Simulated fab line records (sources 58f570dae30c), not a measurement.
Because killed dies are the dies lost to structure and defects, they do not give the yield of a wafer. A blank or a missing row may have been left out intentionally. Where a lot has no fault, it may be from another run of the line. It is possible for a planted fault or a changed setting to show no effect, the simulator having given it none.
Split-lot study | flow berkeley cmos170 | 23 wafers read from 5 lots, route of 331 steps

ABOUT THE SPLIT
At UCB170_V1_PEB_10, the setting peb temp c was moved away from the recipe's 130 C on 9 of the 23 wafers read, by -1.4% to +2.8%. For the rest of the wafers, this setting stayed at what the recipe calls for.

FROM THE SPLIT TO THE READING: what the file shows between them, 4 steps
- UCB170_V1_DEVELOP_11: develop time 45 s
- UCB170_V1_CD_MEAS_12: target cd 700 nm
- UCB170_V1_ETCH_14: etches SiO2 in CHF3/CF4/Ar, stops on Al, target depth 1250 nm, time 291 s
- UCB170_V1_STRIP_15: strips in O2

THE READING
At UCB170_V1_CD_MEAS_90: cd nm in nanometres, against a target cd of 700 nm. A value of 699.9 nm with a standard deviation of 1.6 nm is what fault-free wafers of this fab line usually give.

wafer  | tool, chamber at the split | peb temp c as run, C | against the recipe | cd nm, nm | against lot-mates on the recipe
L074.1 | litho track-04, 0          | 130                  | recipe             | 700.0     | -
L074.4 | litho track-04, 0          | 130                  | recipe             | 699.1     | -
L074.5 | litho track-04, 0          | 130                  | recipe             | 699.5     | -
L079.1 | litho track-03, 0          | 130                  | recipe             | 698.2     | -
L079.2 | litho track-03, 0          | 128.2                | -1.4%              | 687.5     | -11.2
L079.3 | litho track-03, 0          | 130                  | recipe             | 698.5     | -
L079.4 | litho track-03, 0          | 130                  | recipe             | 699.5     | -
L079.6 | litho track-03, 0          | 128.2                | -1.4%              | 684.4     | -14.3
L082.1 | litho track-04, 0          | 130                  | recipe             | 701.1     | -
L082.2 | litho track-04, 0          | 133.3                | +2.5%              | 718.9     | +17.8
L082.3 | litho track-04, 0          | 130                  | recipe             | 701.2     | -
L082.4 | litho track-04, 0          | 133.3                | +2.5%              | 718.1     | +17.0
L082.5 | litho track-04, 0          | 130                  | recipe             | 701.1     | -
L081.1 | litho track-02, 0          | 130                  | recipe             | 701.9     | -
L081.2 | litho track-02, 0          | 130                  | recipe             | 701.1     | -
L081.3 | litho track-02, 0          | 130                  | recipe             | 702.3     | -
L081.5 | litho track-02, 0          | 133.6                | +2.8%              | 724.0     | +22.2
L081.6 | litho track-02, 0          | 133.6                | +2.8%              | 721.4     | +19.6
L084.1 | litho track-03, 0          | 130                  | recipe             | 700.3     | -
L084.2 | litho track-03, 0          | 128.2                | -1.4%              | 688.7     | -9.8
L084.3 | litho track-03, 0          | 128.2                | -1.4%              | 684.4     | -14.1
L084.4 | litho track-03, 0          | 130                  | recipe             | 696.6     | -
L084.6 | litho track-03, 0          | 128.2                | -1.4%              | 685.3     | -13.2

FIT RESULTS
A straight line over all 23 wafers: cd nm changes by +8.44 nm for each +1% of peb temp c; r = +0.99; the points scatter about the line by 2 nm.
The same after taking each lot's own level away (the mean of its wafers on the recipe; 23 wafers): +7.75 nm for each +1%; r = +0.99; scatter 1.5 nm.
The reading moves by 21 nm for the largest change in peb temp c, on that fit.
The span of the lots' own levels, 698.45 to 701.77 nm, comes to 2.1 times the standard deviation stated above.
So the lot-to-lot level changes the slope little: the two slopes agree.
Check: for one of the wafers moved furthest among these (+2.8%), held out of the fit, the line's prediction against its lot-mates is +20.4 nm. Against them it came out at +22.2 nm.

THE OTHER SPLITS THESE WAFERS WENT THROUGH
Before the reading, these wafers also passed through other splits. Each is held against what the fit with the lots' levels taken away leaves over:
other split on the same wafers | wafers away from the commonest value | r with cd nm (lot level and that fit taken away)
UCB170_M1_EXPOSE_06 dose mj    | 5                                    | +0.14

THE WHOLE CHAIN: every reading that the file lists as answering this split, in the file's order
step                 | what it does                                                              | reading                                                   | change (the file's fit)              | r (the file's)
UCB170_V1_CD_MEAS_12 | target cd 700 nm                                                          | cd nm                                                     | +7.7 nm for each +1% of the setting  | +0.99
UCB170_V1_ETCH_14    | etches SiO2 in CHF3/CF4/Ar, stops on Al, target depth 1250 nm, time 291 s | V1.cd nm (the simulator's own value, which no gauge read) | +7.59 nm for each +1% of the setting | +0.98
UCB170_V1_CD_MEAS_90 | target cd 700 nm                                                          | cd nm                                                     | +7.62 nm for each +1% of the setting | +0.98

THE FILE'S OWN FIT
cd nm changes by +7.62 nm for each +1% of peb temp c, r = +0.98.
